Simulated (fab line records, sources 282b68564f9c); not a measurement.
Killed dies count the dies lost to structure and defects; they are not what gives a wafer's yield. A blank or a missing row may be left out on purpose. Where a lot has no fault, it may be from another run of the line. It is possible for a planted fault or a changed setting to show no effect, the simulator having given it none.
fab line records ; flow ritCmos
record lots=7; wafers=21; lastDay=7
route steps=202 shown PLDD@124 SPACER@125 NSD@131
lots that met no fault: taken from a fault-free run of the same line
startH: hours from the record's opening day to when the first of the lot's shown wafers began ; waitH: how many hours have passed since the lot's step before this one ; " same as the row above ; L1.1+2: one row covering several wafers at once ; - either no value or no given start ; * or withheld: withheld ; < > ~ a bound
route shown NAME@n: NAME is a module with steps in the file, n the number in the route of the first one ; usual: mean/standard deviation of fault-free wafers ; same: alike in all rows ; chamber/n: place in a boat ; sites: readings site by site ; _std_site: the standard deviation of these ; _edge_site: outer sites' mean less inner sites' ; radiusMm: for every site, how far away it sits from the centre of the wafer ; mask NAME#n: copy n ; behind: the tool/chamber that last shaped the wafer ; hold: what put the lot on hold/how long, in hours/how the hold closed ; device: the n, p or np transistor that did not switch ; end of line: the same wafers' tests at the end of the route ; a step given without rows: its recipe and nothing more ; killed: count of dies lost to structure and defects at first sort (not the wafer's yield) ; map: shows each die of a wafer: x if killed, . if not, _ if none is there
set.NAME: the setting the step ran with; set.NAME@STEP: the setting that earlier step ran with ; model.NAME: the simulator's own value behind a step, which no gauge read
lots at selected steps of the route; one table per step, one row per wafer
services: the hour from which a tool's chamber was out of use, counted from the record's first day as startH (under 0 if before that day), plus the number of hours and why
## steps
# step RIT_PLDD_TW_MEAS_10
# usual PLDD_TW=2342/17
lot.wafer;tool;chamber;startH;waitH;PLDD_TW
L379.1;filmMetro-01;-;68.36;0.1;2324
L379.3;filmMetro-01;-;68.36;0.1;2331
L379.4;filmMetro-01;-;68.36;0.1;2322
L380.4;filmMetro-01;-;72.05;0.1;2351
L380.5;filmMetro-01;-;72.05;0.1;2344
L380.6;filmMetro-01;-;72.05;0.1;2338
L388.3;filmMetro-04;-;114.47;0.1;2348
L388.4;filmMetro-04;-;114.47;0.1;2348
L388.5;filmMetro-04;-;114.47;0.1;2353
L389.1;filmMetro-01;-;118.21;0.1;2333
L389.3;filmMetro-01;-;118.21;0.1;2339
L389.4;filmMetro-01;-;118.21;0.1;2337
L390.2;filmMetro-04;-;129.85;0.1;2368
L390.3;filmMetro-04;-;129.85;0.1;2355
L390.4;filmMetro-04;-;129.85;0.1;2371
L395.2;filmMetro-04;-;144.52;0.1;2354
L395.4;filmMetro-04;-;144.52;0.1;2365
L395.6;filmMetro-04;-;144.52;0.1;2356
L397.1;filmMetro-02;-;154.14;0.1;2336
L397.3;filmMetro-02;-;154.14;0.1;2324
L397.4;filmMetro-02;-;154.14;0.1;2327
# step RIT_SPACER_CLEAN_00
# recipe chemistry=SC1; mix=3:3:50; timeS=600; tempC=75
# step RIT_SPACER_CLEAN_01
# recipe chemistry=dHF; dilution=50:1; timeS=30
# step RIT_SPACER_CLEAN_02
# recipe chemistry=SC2; mix=3:3:50; timeS=600; tempC=75; dry=n2Spin
# step RIT_SPACER_CVD_03
# recipe material=Si3N4; targetThkNm=250; tempC=810; precursor=SiH2Cl2/NH3; timeS=3232; pressureMtorr=300; sih2cl2FlowSccm=60; nh3FlowSccm=150
# step RIT_SPACER_THK_MEAS_04
# recipe reads=Si3N4_of_SPACER_CVD_03
# usual SPACER_NITRIDE_THK=244.1/2.1
lot.wafer;tool;chamber;startH;waitH;SPACER_NITRIDE_THK[nm]
L379.1;filmMetro-03;-;70.70;0.0;247.3
L379.3;filmMetro-03;-;70.70;0.0;242.7
L379.4;filmMetro-03;-;70.70;0.0;246.6
L380.4;filmMetro-03;-;74.41;0.0;243.6
L380.5;filmMetro-03;-;74.41;0.0;243.4
L380.6;filmMetro-03;-;74.41;0.0;243.3
L388.3;filmMetro-01;-;116.81;0.0;246.6
L388.4;filmMetro-01;-;116.81;0.0;247.4
L388.5;filmMetro-01;-;116.81;0.0;248.4
L389.1;filmMetro-03;-;120.55;0.0;246.7
L389.3;filmMetro-03;-;120.55;0.0;245.8
L389.4;filmMetro-03;-;120.55;0.0;247.3
L390.2;filmMetro-03;-;132.20;0.0;238.5
L390.3;filmMetro-03;-;132.20;0.0;242.7
L390.4;filmMetro-03;-;132.20;0.0;241.5
L395.2;filmMetro-02;-;146.87;0.0;246.1
L395.4;filmMetro-02;-;146.87;0.0;246.7
L395.6;filmMetro-02;-;146.87;0.0;245.4
L397.1;filmMetro-02;-;156.55;0.0;240.8
L397.3;filmMetro-02;-;156.55;0.0;242.2
L397.4;filmMetro-02;-;156.55;0.0;244.5
# step RIT_SPACER_ETCHBACK_05
# recipe targetDepthA=2500; SF6_flow_sccm=30; CHF3_flow_sccm=30; target=Si3N4; chemistry=SF6/CHF3; pressureMtorr=40; rfW=250; timeS=240; stopOn=SiO2
# usual SF6_flow_sccm=30.00/0.09; drypumpMotorCurrentA=5.6/0.4; oesProductAu=0.827/0.013; throttleValvePct=10.26/0.15
lot.wafer;tool;chamber;startH;waitH;SF6_flow_sccm;drypumpMotorCurrentA;oesProductAu;rfHoursCounterH;throttleValvePct
L379.1;rieDiel-02;3;70.76;0.1;29.96;5.4;0.842;72;10.22
L379.3;rieDiel-02;2;70.76;0.1;30.24;5.7;0.811;69;10.25
L379.4;rieDiel-02;1;70.76;0.1;29.99;4.8;0.830;108;10.47
L380.4;rieDiel-04;2;74.44;0.0;30.06;5.8;0.816;7;10.60
L380.5;rieDiel-04;3;74.44;0.0;30.01;5.8;0.848;-;10.22
L380.6;rieDiel-04;0;74.44;0.0;30.05;6.2;0.840;-;10.34
L388.3;rieDiel-04;2;116.85;0.0;30.05;5.8;0.826;8;10.60
L388.4;rieDiel-04;3;116.85;0.0;29.98;5.9;0.851;49;10.19
L388.5;rieDiel-04;3;116.85;0.0;30.07;5.8;0.855;-;10.20
L389.1;rieDiel-03;3;120.61;0.1;30.08;5.7;0.816;0;10.30
L389.3;rieDiel-03;1;120.61;0.1;29.88;5.2;0.833;6;10.12
L389.4;rieDiel-03;3;120.61;0.1;30.04;5.7;0.813;-;10.28
L390.2;rieDiel-04;1;132.25;0.0;30.02;4.9;0.825;119;10.19
L390.3;rieDiel-04;0;132.25;0.0;29.97;6.2;0.827;14;10.35
L390.4;rieDiel-04;2;132.25;0.0;30.10;5.8;0.810;8;10.59
L395.2;rieDiel-03;0;146.92;0.0;29.96;5.3;0.815;8;10.41
L395.4;rieDiel-03;2;146.92;0.0;30.02;6.0;0.839;1;10.04
L395.6;rieDiel-03;2;146.92;0.0;30.04;6.1;0.836;-;10.04
L397.1;rieDiel-02;1;156.61;0.1;29.95;4.8;0.818;110;10.48
L397.3;rieDiel-02;0;156.61;0.1;29.73;6.0;0.828;12;10.15
L397.4;rieDiel-02;3;156.61;0.1;29.99;5.4;0.833;74;10.24
# step RIT_NSD_HMDS_00
# recipe primeTimeS=60; primeTempC=140
# step RIT_NSD_COAT_01
# recipe resist=NOVOLAK; spinRpm=3250; resistThkNm=1000
# step RIT_NSD_SOFTBAKE_02
# recipe resist=NOVOLAK; tempC=90; timeS=60
# step RIT_NSD_EXPOSE_03
# recipe maskId=M9; na=0.57; targetCdNm=40700; doseMj=250
# step RIT_NSD_PEB_04
# recipe resist=NOVOLAK; tempC=withheld; timeS=withheld
# step RIT_NSD_DEVELOP_05
# recipe resist=NOVOLAK; developTimeS=50; devTempC=23
# usual chillPlateTempC=22.99/0.1; developTimeS=50/0
lot.wafer;tool;chamber;startH;waitH;chillPlateTempC;developTimeS
L379.1;lithoTrack-04;0;71;-;22.92;50
L379.3;lithoTrack-04;0;71;-;22.88;50
L379.4;lithoTrack-04;0;71;-;22.89;50
L380.4;lithoTrack-04;0;75;-;23.00;50
L380.5;lithoTrack-04;0;75;-;23.09;50
L380.6;lithoTrack-04;0;75;-;23.08;50
L388.3;lithoTrack-03;-;117;-;-;-
L388.4;lithoTrack-03;-;117;-;-;-
L388.5;lithoTrack-03;-;117;-;-;-
L389.1;lithoTrack-02;-;121;-;-;-
L389.3;lithoTrack-02;-;121;-;-;-
L389.4;lithoTrack-02;-;121;-;-;-
L390.2;lithoTrack-04;-;133;-;-;-
L390.3;lithoTrack-04;-;133;-;-;-
L390.4;lithoTrack-04;-;133;-;-;-
L395.2;lithoTrack-04;0;148;-;23.00;50
L395.4;lithoTrack-04;0;148;-;23.01;50
L395.6;lithoTrack-04;0;148;-;23.05;50
L397.1;lithoTrack-02;0;157;-;22.93;50
L397.3;lithoTrack-02;0;157;-;22.97;50
L397.4;lithoTrack-02;0;157;-;22.97;50
# step RIT_NSD_OVL_MEAS_06
# usual NSD_OVL=-0.5/1.2
lot.wafer;tool;chamber;startH;waitH;NSD_OVL[nm]
L379.1;overlay-01;-;71.98;-;-1.0
L379.3;overlay-01;-;71.98;-;-0.5
L379.4;overlay-01;-;71.98;-;0.1
L380.4;overlay-01;-;75.46;-;-1.2
L380.5;overlay-01;-;75.46;-;0.6
L380.6;overlay-01;-;75.46;-;-1.8
L388.3;overlay-01;-;117.99;-;-
L388.4;overlay-01;-;117.99;-;-
L388.5;overlay-01;-;117.99;-;-
L389.1;overlay-01;-;121.81;-;-
L389.3;overlay-01;-;121.81;-;-
L389.4;overlay-01;-;121.81;-;-
L390.2;overlay-02;-;133.38;-;-
L390.3;overlay-02;-;133.38;-;-
L390.4;overlay-02;-;133.38;-;-
L395.2;overlay-02;-;148.14;-;-0.3
L395.4;overlay-02;-;148.14;-;0.8
L395.6;overlay-02;-;148.14;-;0.5
L397.1;overlay-02;-;157.61;-;1.7
L397.3;overlay-02;-;157.61;-;1.4
L397.4;overlay-02;-;157.61;-;-0.2
## services
tool;chamber;startH;hours;kind
rieDiel-04;-;47.35;2.8;pm
rieDiel-03;-;72.23;0.4;repair
rieDiel-03;2;76.22;-;clean
rieDiel-03;2;76.22;24.6;scheduledDown
rieDiel-03;2;76.22;24.6;ventCycle
rieDiel-03;3;100.78;-;clean
rieDiel-03;3;100.78;16.7;scheduledDown
rieDiel-03;3;100.78;16.7;ventCycle
rieDiel-03;0;103.13;20.8;repair
rieDiel-04;2;109.09;2.8;repair
rieDiel-03;-;132.29;0.1;repair
## key
firstSign step=RIT_NSD_DEVELOP_05; reading=toolRecord; direction=missing
effect none on later readings
metAt RIT_NSD_DEVELOP_05
struckWafers L388.3,L388.4,L388.5,L389.1,L389.3,L389.4,L390.2,L390.3,L390.4
sortLeftOut L388.3,L388.4,L388.5,L389.1,L389.3,L389.4,L390.2,L390.3,L390.4
testerLeftOut L388,L389,L390
onsetBetween 75 117
fault kind=skippedStepWhole; tool=lithoTrack-02,lithoTrack-03,lithoTrack-04; chamber=-; onsetH=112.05; steps=RIT_NSD_DEVELOP_05; scope=struckLotsOnly
# testerLeftOut: of these lots the tester's yield and bins aren't shown, on N5 and GAA mostly nor the transistor test; their killed dies are dies lost to structure and defects alone, not to doping, threshold or leakage, so they don't give the yield
# sortLeftOut: the simulated sort isn't trusted on such a fault, so these wafers' sort isn't shown, and their yield isn't known
